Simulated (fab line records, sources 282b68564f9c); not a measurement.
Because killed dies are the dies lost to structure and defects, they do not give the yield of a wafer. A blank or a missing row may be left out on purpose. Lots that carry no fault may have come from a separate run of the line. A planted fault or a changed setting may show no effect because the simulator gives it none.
Struck lot and sound lot, side by side ; flow rit_cmos ; 14 out of 202 route steps
Sound: wafers L306.1, L306.3, L306.5. Struck: wafers L320.3, L320.5, L320.6. The cause is given at the end.
At each step with rows: each side's tool, then ch and its chambers, then its first start. Under that, the readings that differ: sound wafers ; struck wafers ; difference of the means ; sigmas: that difference in standard deviations of wafers without a fault.
alike: readings with means less than 2 such deviations apart, plus words and numbers identical on both sides. not compared: withheld readings, readings lacking a value on some wafer, bounds such as >300 that could conceal the same value, and numbers that have no deviation in the record and whose values overlap.
Wherever a step has rows on one side only, a row that says differs or no value, or a row with sigmas, the two part there. Numbers that don't overlap but have no deviation are shown without sigmas and don't part them. A reading that every wafer of one side lacks parts them only if that side has two wafers or more.

first, 2 steps without rows for these wafers: RIT_ACTIVE_CLEAN_17 (cleans in SC2, time 600 s); RIT_FOX1_OXIDATION_00 (target thk 350.7 nm, ox time 1130 s).
RIT_FOX1_THK_MEAS_01:
  sound on film_metro-01, day 1 18:20; struck on film_metro-03, day 4 17:11
  alike: FOX1_OXIDE_THK
then, 2 steps without rows for these wafers: RIT_FOX1_WET_ETCH_02 (etches SiO2 in BOE, target depth 350 nm, time 390 s); RIT_FOX2_OXIDATION_00 (target thk 350.7 nm, ox time 1130 s).
RIT_FOX2_THK_MEAS_01:
  sound on film_metro-02, day 1 20:55; struck on film_metro-02, day 4 18:40
  alike: FOX2_OXIDE_THK
then, 2 steps without rows for these wafers: RIT_FOX2_CLEAN_02 (cleans in dHF, time 180 s); RIT_FOX2_WET_ETCH_03 (etches Si3N4 in H3PO4, target depth 195 nm, time 2700 s).
RIT_FOX2_THK_MEAS_90:
  sound on film_metro-02, day 1 21:56; struck on film_metro-02, day 4 19:32
  alike: FIELD_OXIDE_LEFT_1_THK
then, 3 steps without rows for these wafers: RIT_NWELL_HMDS_00 (prime time 60 s); RIT_NWELL_COAT_01 (resist thk 1300 nm); RIT_NWELL_SOFTBAKE_02 (time 60 s).
RIT_NWELL_EXPOSE_03: exposes mask M2, target cd 43900 nm.
  struck on iline_stepper-02, day 4 20:12; sound on iline_stepper-02 ch 0, day 1 22:34
  no value came back on the struck wafers for exposure_dose_mJ_cm2, focus_offset_nm (nm); on the sound wafers exposure_dose_mJ_cm2 reads 250.12 250.12 250.18
  alike: mask
following that, these wafers have no rows for 1 step: RIT_NWELL_PEB_04.

## WHERE THEY PART
Within this record, at RIT_NWELL_EXPOSE_03 only.

WHY: the cause the simulator had injected
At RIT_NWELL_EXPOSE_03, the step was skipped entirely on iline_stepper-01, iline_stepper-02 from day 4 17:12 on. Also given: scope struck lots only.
